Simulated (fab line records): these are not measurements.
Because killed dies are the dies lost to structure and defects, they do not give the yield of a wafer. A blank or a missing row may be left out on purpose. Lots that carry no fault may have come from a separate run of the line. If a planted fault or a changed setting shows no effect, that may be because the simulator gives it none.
fab line records    flow rit_cmos
[record] lots = 6  wafers = 18  last_day = 7
route steps=202 shown NWELL@28 PWELL@39 M1@202
lots that met no fault: from a run of the same line without faults
start_h: start of the lot's first displayed wafer, in hours after the record's first day    wait_h: hours elapsed since this lot's preceding step    " as in the row above    L1.1+2: several wafers, shown together as one row    - no value, or no start given    * or withheld: withheld    < > ~ a bound
route shown NAME@n: names a module that has steps shown in the file, with the first one's number in the route    usual: the fault-free wafers' mean and standard deviation    same: alike in all rows    chamber/n: place in a boat    sites: the reading at each site    _std_site: how widely they spread, as a standard deviation    _edge_site: outer sites' mean less inner sites'    radius_mm: how far each site lies from the wafer's centre    mask NAME#n: copy n    behind: tool/chamber where the wafer was last shaped    hold: why the lot was held/for how many hours/how that ended    device: which transistor (n, p or np) failed to switch    end of line: the same wafers' tests at the end of the route    a step with no rows: only its recipe    killed: count of dies lost to structure and defects at first sort (not the wafer's yield)    map: dies across one wafer; x = killed, . = not, _ = none there
set.NAME: the setting that was run; set.NAME@STEP: the one run at that earlier step    model.NAME: the simulator's own value behind a step, which no gauge read
a table for each step, a row for each wafer; lots at some steps of the route
services: a tool's chamber out of use, with start hour (start_h, from the record's first day; less than 0 if before it), hours out, and reason
[[steps]]
[step RIT_NWELL_HMDS_00]
[recipe] prime_time_s = 60  prime_temp_c = 140
[step RIT_NWELL_COAT_01]
[recipe] resist = NOVOLAK  spin_rpm = 2000  resist_thk_nm = 1300
[step RIT_NWELL_SOFTBAKE_02]
[recipe] resist = NOVOLAK  temp_c = 90  time_s = 60
[step RIT_NWELL_EXPOSE_03]
[recipe] mask_id = M2  na = 0.57  target_cd_nm = 43900  dose_mj = 250
[step RIT_NWELL_PEB_04]
[recipe] resist = NOVOLAK  temp_c = withheld  time_s = withheld
[step RIT_NWELL_DEVELOP_05]
[recipe] resist = NOVOLAK  develop_time_s = 68  dev_temp_c = 23
[step RIT_NWELL_OVL_MEAS_06]
[usual] NWELL_OVL = -1.0/1.2
lot.wafer  tool        chamber  start_h  wait_h  NWELL_OVL[nm]
L738.2     overlay-01  -        21.08    -       -0.3
L738.4     "           -        "        "       -0.2
L738.6     "           -        "        "       -1.1
L741.1     overlay-02  -        36.28    -       -2.5
L741.2     "           -        "        "       -2.1
L741.5     "           -        "        "       0.0
L749.2     overlay-02  -        78.93    -       -2.2
L749.3     "           -        "        "       -3.1
L749.6     "           -        "        "       -2.4
L757.3     overlay-02  -        115.46   -       -0.9
L757.5     "           -        "        "       -0.7
L757.6     "           -        "        "       2.0
L759.2     overlay-01  -        125.16   -       -1.8
L759.4     "           -        "        "       -0.1
L759.6     "           -        "        "       -1.2
L761.1     overlay-02  -        137.93   -       -1.6
L761.3     "           -        "        "       -0.6
L761.6     "           -        "        "       -0.7
[step RIT_NWELL_HARDBAKE_07]
[recipe] resist = NOVOLAK  temp_c = 140  time_s = 120
[step RIT_NWELL_IMPLANT_08]
[recipe] species = P  energy_kev = 170  dose_cm2 = 5e+13  tilt_deg = 7
[step RIT_NWELL_STRIP_09]
[recipe] chemistry = O2  time_s = 180  resist = NOVOLAK  platen_temp_c = withheld  power_w = 500  pressure_mtorr = 4000  o2_flow_sccm = 4000
[usual] drypump_motor_current_A = 5.4/0.39
lot.wafer  tool             chamber  start_h  wait_h  drypump_motor_current_A  rf_hours_counter_h
L738.2     plasma_asher-01  1        21.51    0.1     5.2                      38
L738.4     "                1        "        "       5.3                      -
L738.6     "                0        "        "       5.3                      -
L741.1     plasma_asher-04  0        36.72    0.1     5.9                      39
L741.2     "                1        "        "       5.2                      39
L741.5     "                0        "        "       5.9                      -
L749.2     plasma_asher-04  1        79.36    0.1     5.2                      43
L749.3     "                1        "        "       5.2                      -
L749.6     "                0        "        "       5.9                      -
L757.3     plasma_asher-04  0        115.94   0.1     5.9                      -
L757.5     "                1        "        "       5.2                      -
L757.6     "                0        "        "       5.9                      -
L759.2     plasma_asher-04  1        125.59   0.1     5.2                      48
L759.4     "                1        "        "       5.2                      -
L759.6     "                0        "        "       5.9                      -
L761.1     plasma_asher-01  1        138.37   0.1     5.2                      2
L761.3     "                0        "        "       5.3                      -
L761.6     "                0        "        "       5.3                      -
[step RIT_NWELL_TW_MEAS_10]
[usual] NWELL_TW = 2138/30
lot.wafer  tool           chamber  start_h  wait_h  NWELL_TW
L738.2     film_metro-04  -        21.69    0.1     2166
L738.4     "              -        "        "       2169
L738.6     "              -        "        "       2180
L741.1     film_metro-04  -        36.89    0.1     2145
L741.2     "              -        "        "       2153
L741.5     "              -        "        "       2147
L749.2     film_metro-04  -        79.54    0.1     2187
L749.3     "              -        "        "       2163
L749.6     "              -        "        "       2165
L757.3     film_metro-04  -        116.08   0.1     2165
L757.5     "              -        "        "       2156
L757.6     "              -        "        "       2154
L759.2     film_metro-03  -        125.77   0.1     2149
L759.4     "              -        "        "       2146
L759.6     "              -        "        "       2137
L761.1     film_metro-03  -        138.54   0.1     2144
L761.3     "              -        "        "       2134
L761.6     "              -        "        "       2154
[step RIT_PWELL_HMDS_00]
[recipe] prime_time_s = 60  prime_temp_c = 140
[step RIT_PWELL_COAT_01]
[recipe] resist = NOVOLAK  spin_rpm = 2000  resist_thk_nm = 1300
[usual] chill_plate_temp_C = 23.00/0.098  resist_line_temp_C = 22.99/0.11
lot.wafer  tool            chamber  start_h  wait_h  chill_plate_temp_C  resist_line_temp_C  model.NOVOLAK_of_PWELL_COAT_01.thk_nm
L738.2     litho_track-04  0        21.92    0.1     22.85               22.97               1298
L738.4     "               0        "        "       22.91               22.95               1300
L738.6     "               0        "        "       22.86               22.94               1304
L741.1     litho_track-02  0        37.10    0.1     23.17               22.95               1296
L741.2     "               0        "        "       23.19               23.04               1296
L741.5     "               0        "        "       23.08               22.91               1293
L749.2     litho_track-02  0        79.77    0.1     22.82               23.08               1306
L749.3     "               0        "        "       23.02               23.05               1305
L749.6     "               0        "        "       22.83               23.06               1305
L757.3     litho_track-04  0        116.32   0.1     23.05               22.85               1529
L757.5     "               0        "        "       23.04               22.81               1523
L757.6     "               0        "        "       23.11               22.79               1527
L759.2     litho_track-04  0        126.00   0.1     23.06               22.88               1528
L759.4     "               0        "        "       23.00               22.92               1528
L759.6     "               0        "        "       23.09               22.81               1533
L761.1     litho_track-02  0        138.75   0.1     23.11               22.94               1307
L761.3     "               0        "        "       23.00               22.98               1306
L761.6     "               0        "        "       23.11               23.01               1308
[step RIT_PWELL_SOFTBAKE_02]
[recipe] resist = NOVOLAK  temp_c = 90  time_s = 60
[step RIT_PWELL_EXPOSE_03]
[recipe] mask_id = M3  na = 0.57  target_cd_nm = 43700  dose_mj = 250
[step RIT_PWELL_PEB_04]
[recipe] resist = NOVOLAK  temp_c = withheld  time_s = withheld
[step RIT_PWELL_DEVELOP_05]
[recipe] resist = NOVOLAK  develop_time_s = 68  dev_temp_c = 23
[step RIT_PWELL_OVL_MEAS_06]
[usual] PWELL_OVL = -0.6/1.5
lot.wafer  tool        chamber  start_h  wait_h  PWELL_OVL[nm]
L738.2     overlay-02  -        22.63    -       0.7
L738.4     "           -        "        "       0.5
L738.6     "           -        "        "       -1.6
L741.1     overlay-02  -        37.83    -       -1.6
L741.2     "           -        "        "       -2.9
L741.5     "           -        "        "       -1.7
L749.2     overlay-01  -        80.48    -       1.1
L749.3     "           -        "        "       -0.1
L749.6     "           -        "        "       2.2
L757.3     overlay-01  -        117.14   -       -0.8
L757.5     "           -        "        "       -0.3
L757.6     "           -        "        "       0.1
L759.2     overlay-02  -        126.83   -       0.6
L759.4     "           -        "        "       -2.1
L759.6     "           -        "        "       1.4
L761.1     overlay-02  -        139.61   -       -0.5
L761.3     "           -        "        "       -0.8
L761.6     "           -        "        "       -2.2
[step RIT_PWELL_HARDBAKE_07]
[recipe] resist = NOVOLAK  temp_c = 140  time_s = 120
[usual] chill_plate_temp_C = 22.99/0.1  resist_line_temp_C = 23.01/0.095
lot.wafer  tool            chamber  start_h  wait_h  chill_plate_temp_C  resist_line_temp_C  model.NOVOLAK_of_PWELL_COAT_01.thk_nm
L738.2     litho_track-01  0        22.70    0.1     23.11               22.97               1136
L738.4     "               0        "        "       23.05               22.99               1137
L738.6     "               0        "        "       23.07               22.99               1140
L741.1     litho_track-01  0        37.87    0.0     22.99               23.04               1133
L741.2     "               0        "        "       22.91               23.00               1134
L741.5     "               0        "        "       22.96               22.95               1131
L749.2     litho_track-01  0        80.55    0.1     22.99               22.85               1142
L749.3     "               0        "        "       22.95               22.89               1141
L749.6     "               0        "        "       22.86               22.79               1141
L757.3     litho_track-01  0        117.24   0.1     23.14               23.12               1334
L757.5     "               0        "        "       22.97               23.01               1329
L757.6     "               0        "        "       22.77               23.08               1332
L759.2     litho_track-01  0        126.91   0.1     23.04               23.09               1333
L759.4     "               0        "        "       23.09               22.94               1333
L759.6     "               0        "        "       22.99               22.95               1337
L761.1     litho_track-02  0        139.64   0.0     23.06               22.89               1143
L761.3     "               0        "        "       23.02               23.05               1142
L761.6     "               0        "        "       23.00               23.03               1144
[step RIT_PWELL_IMPLANT_08]
[recipe] species = B  energy_kev = 170  dose_cm2 = 7e+13  tilt_deg = 7
[step RIT_M1_PROBE_99]
[usual] killed_at_contacts = 0.1/0.31  killed_at_front_end = 6.8/2.7  killed_dies = 6.9/2.7  killed_open = 3.3/1.8  killed_short = 3.5/1.8
[same] gross_dies = 264  killed_at_M0_to_M3 = 0  killed_at_M4_up = 0  killed_at_back_side = 0  killed_at_other = 0
lot.wafer  tool       chamber  start_h  wait_h  killed_at_contacts  killed_at_front_end  killed_dies  killed_open  killed_short
L738.2     prober-01  -        58.72    0.1     0                   5                    5            3            1
L738.4     prober-01  -        58.82    0.2     0                   8                    8            5            3
L738.6     prober-01  -        58.92    0.2     0                   10                   10           4            6
L741.1     prober-02  -        74.25    0.1     0                   5                    5            2            3
L741.2     prober-02  -        74.30    0.1     0                   6                    6            2            4
L741.5     prober-02  -        74.45    0.2     0                   4                    4            3            1
L749.2     prober-01  -        116.96   0.1     0                   8                    8            4            3
L749.3     prober-01  -        117.01   0.2     0                   7                    7            4            3
L749.6     prober-01  -        117.16   0.2     1                   10                   11           6            5
L757.3     prober-01  -        152.16   0.2     0                   13                   13           7            6
L757.5     prober-01  -        152.26   0.2     0                   4                    4            1            3
L757.6     prober-01  -        152.31   0.2     0                   3                    3            0            3
L761.1     prober-01  -        176.04   0.1     0                   10                   10           5            5
L761.3     prober-01  -        176.14   0.2     0                   3                    3            2            1
L761.6     prober-01  -        176.29   0.2     0                   9                    9            2            7
// killed by level:class
L738.2 GATE:geometric_particle:open=2 FOX1:geometric_particle:open=1 GATE:geometric_particle:short=1 NWELL:coat_microbubble_printed=1
L738.4 GATE:geometric_particle:open=2 REOX:geometric_particle:open=2 GATE:geometric_particle:short=1 REOX:geometric_particle:short=1 SILICIDE:geometric_particle:open=1 SILICIDE:geometric_particle:short=1
L738.6 GATE:geometric_particle:open=3 GATE:geometric_particle:short=3 REOX:geometric_particle:short=2 FOX1:geometric_particle:open=1 FOX1:geometric_particle:short=1
L741.1 FOX1:geometric_particle:open=2 FOX1:geometric_particle:short=1 GATE:geometric_particle:short=1 REOX:geometric_particle:short=1
L741.2 FOX2:geometric_particle:short=2 FOX1:geometric_particle:short=1 GATE:geometric_particle:short=1 GATE:geometric_particle:open=1 SILICIDE:geometric_particle:open=1
L741.5 SPACER:geometric_particle:open=2 GATE:geometric_particle:open=1 REOX:geometric_particle:short=1
L749.2 SILICIDE:geometric_particle:open=3 FOX1:geometric_particle:short=1 GATE:geometric_particle:short=1 GATE:geometric_particle:open=1 SILICIDE:geometric_particle:short=1 GATE:coat_microbubble_printed=1
L749.3 GATE:geometric_particle:open=2 GATE:geometric_particle:short=1 REOX:geometric_particle:short=1 REOX:geometric_particle:open=1 SILICIDE:geometric_particle:open=1 SILICIDE:geometric_particle:short=1
L749.6 GATE:geometric_particle:open=2 GATE:geometric_particle:short=2 SILICIDE:geometric_particle:open=2 ACTIVE:geometric_particle:open=1 FOX1:geometric_particle:open=1 REOX:geometric_particle:short=1 SILICIDE:geometric_particle:short=1 CONTACT:geometric_particle:short=1
L757.3 SILICIDE:geometric_particle:open=3 GATE:geometric_particle:short=2 GATE:geometric_particle:open=2 REOX:geometric_particle:short=2 FOX1:geometric_particle:open=1 FOX1:geometric_particle:short=1 REOX:geometric_particle:open=1 SILICIDE:geometric_particle:short=1
L757.5 SILICIDE:geometric_particle:short=2 SPACER:geometric_particle:short=1 SILICIDE:geometric_particle:open=1
L757.6 GATE:geometric_particle:short=2 REOX:geometric_particle:short=1
L761.1 FOX1:geometric_particle:short=2 FOX2:geometric_particle:short=2 FOX2:geometric_particle:open=2 GATE:geometric_particle:short=1 GATE:geometric_particle:open=1 REOX:geometric_particle:open=1 SILICIDE:geometric_particle:open=1
L761.3 FOX1:geometric_particle:short=1 REOX:geometric_particle:open=1 SILICIDE:geometric_particle:open=1
L761.6 FOX2:geometric_particle:short=3 GATE:geometric_particle:short=2 GATE:geometric_particle:open=2 FOX1:geometric_particle:short=1 REOX:geometric_particle:short=1
[[services]]
tool             chamber  start_h  hours  kind
plasma_asher-01  -        31.89    11.1   repair
plasma_asher-01  -        108.75   9.0    pm
plasma_asher-01  0        108.75   9.0    vent_cycle
plasma_asher-01  1        108.75   9.0    vent_cycle
plasma_asher-04  -        116.28   1.5    repair
plasma_asher-01  0        117.75   -      clean
plasma_asher-01  1        117.75   -      clean
litho_track-04   -        129.04   -      consumable_replace:filter
[[key]]
first_sign none at tools or gauges
[model_effect] step = RIT_PWELL_COAT_01  value = NOVOLAK_of_PWELL_COAT_01.thk_nm  without = 1300  struck = 1528
[model_effect] step = RIT_PWELL_HARDBAKE_07  value = NOVOLAK_of_PWELL_COAT_01.thk_nm  without = 1137  struck = 1333
met_at RIT_PWELL_COAT_01
struck_wafers L757.3,L757.5,L757.6,L759.2,L759.4,L759.6
tester_left_out L757,L759
onset_between 21.92 116.32
also_fits RIT_NWELL_STRIP_09:plasma_asher-04
[fault] kind = process_parameter_drift  tool = litho_track-04  chamber = -  onset_h = 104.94  steps = RIT_PWELL_COAT_01  channel = resist_thk_nm  offset = 227.51  shape = step  end_h = 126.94  acts_in = these_recipes_only  stated = 1300
// tester_left_out: of these lots the tester's yield and bins aren't shown, on N5 and GAA mostly nor the transistor test; their killed dies are dies lost to structure and defects alone, not to doping, threshold or leakage, so they don't give the yield
